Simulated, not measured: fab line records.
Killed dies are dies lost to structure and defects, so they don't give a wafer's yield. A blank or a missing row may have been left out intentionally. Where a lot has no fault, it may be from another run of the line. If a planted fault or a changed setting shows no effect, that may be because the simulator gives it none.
One fault through the eyes of 2 desks ; flow berkeleyCmos170 ; what lay behind the numbers comes last; until then each desk has only its own

## THE METROLOGY DESK
Lot by lot, what the gauges showed, no matter which tool ran the lot: averages of those sampled wafers that carry a number. A lot is out of limits, marked OUT, if its mean lies more than 4 standard deviations from the usual mean; the brackets give that distance.
Columns: A = M1_AL_RS at UCB170_M1_RS_MEAS_01, usual 0.0486 ohm/sq; B = M1_AL_THK at UCB170_M1_THK_MEAS_02, usual 605 nm
lot;first seen here;A;B
L529;day 7 09:58;0.0488;599
L533;day 7 19:17;0.0482;607
L532;day 7 19:17;0.0486;607
L535;day 8 05:43;0.0476;618
L536;day 8 19:46;0.0483;611
L538;day 9 02:35;0.0480;608
L540;day 9 03:08;0.0489;605
L542;day 10 02:38;0.0492;595
L544;day 10 08:58;0.0496;590
L545;day 10 09:49;0.0480;615
L548;day 10 17:17;0.0481;613
L547;day 10 17:31;0.0574 (+15) OUT;525 (-9.8) OUT
L551;day 11 15:26;0.0478;614
L550;day 11 17:09;0.0575 (+15) OUT;528 (-9.4) OUT
This desk's finding: out of limits on L547, L550; first on L547, day 10 17:31 (M1_AL_RS at UCB170_M1_RS_MEAS_01). Within limits: L529, L533, L532, L535, L536, L538, L540, L542, L544, L545, L548, L551.

## FOR THE TOOL OWNER'S DESK: pvdSputter-03
The tool's own readings at UCB170_M1_SPUTTER_00 (material Al, target thk 600 nm, time 80 s): means of the sampled wafers that have a number, for each lot that ran on this tool. A lot is out of limits, marked OUT, if its mean lies more than 4 standard deviations from the usual mean; the brackets give that distance.
Columns: A = throttleValvePct at UCB170_M1_SPUTTER_00, usual 30.1 %
lot;first seen here;A
L536;day 8 19:40;29.9
L538;day 9 02:30;30.3
L542;day 10 02:34;30.2
L544;day 10 08:55;30.4
L547;day 10 17:27;29.6
L550;day 11 17:03;29.6
This desk's verdict: no lot among the 6 shows anything out of limits.

## PUT TOGETHER
L547, L550 would have let the metrology desk raise an alarm at day 10 17:31.
The desk of the tool owner found nothing out of limits.
Tool owner's desk: L547, L550 on record, inside its limits.
The lots listed all ran UCB170_M1_SPUTTER_00 on pvdSputter-03.

## WHAT WAS PUT IN BY THE SIMULATOR
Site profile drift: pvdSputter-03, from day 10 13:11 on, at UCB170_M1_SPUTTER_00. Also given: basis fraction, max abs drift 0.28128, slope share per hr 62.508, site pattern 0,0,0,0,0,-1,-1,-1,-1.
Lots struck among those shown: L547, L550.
Delay in hours, fault start to first out-of-limits reading, per desk: metrology desk 4.
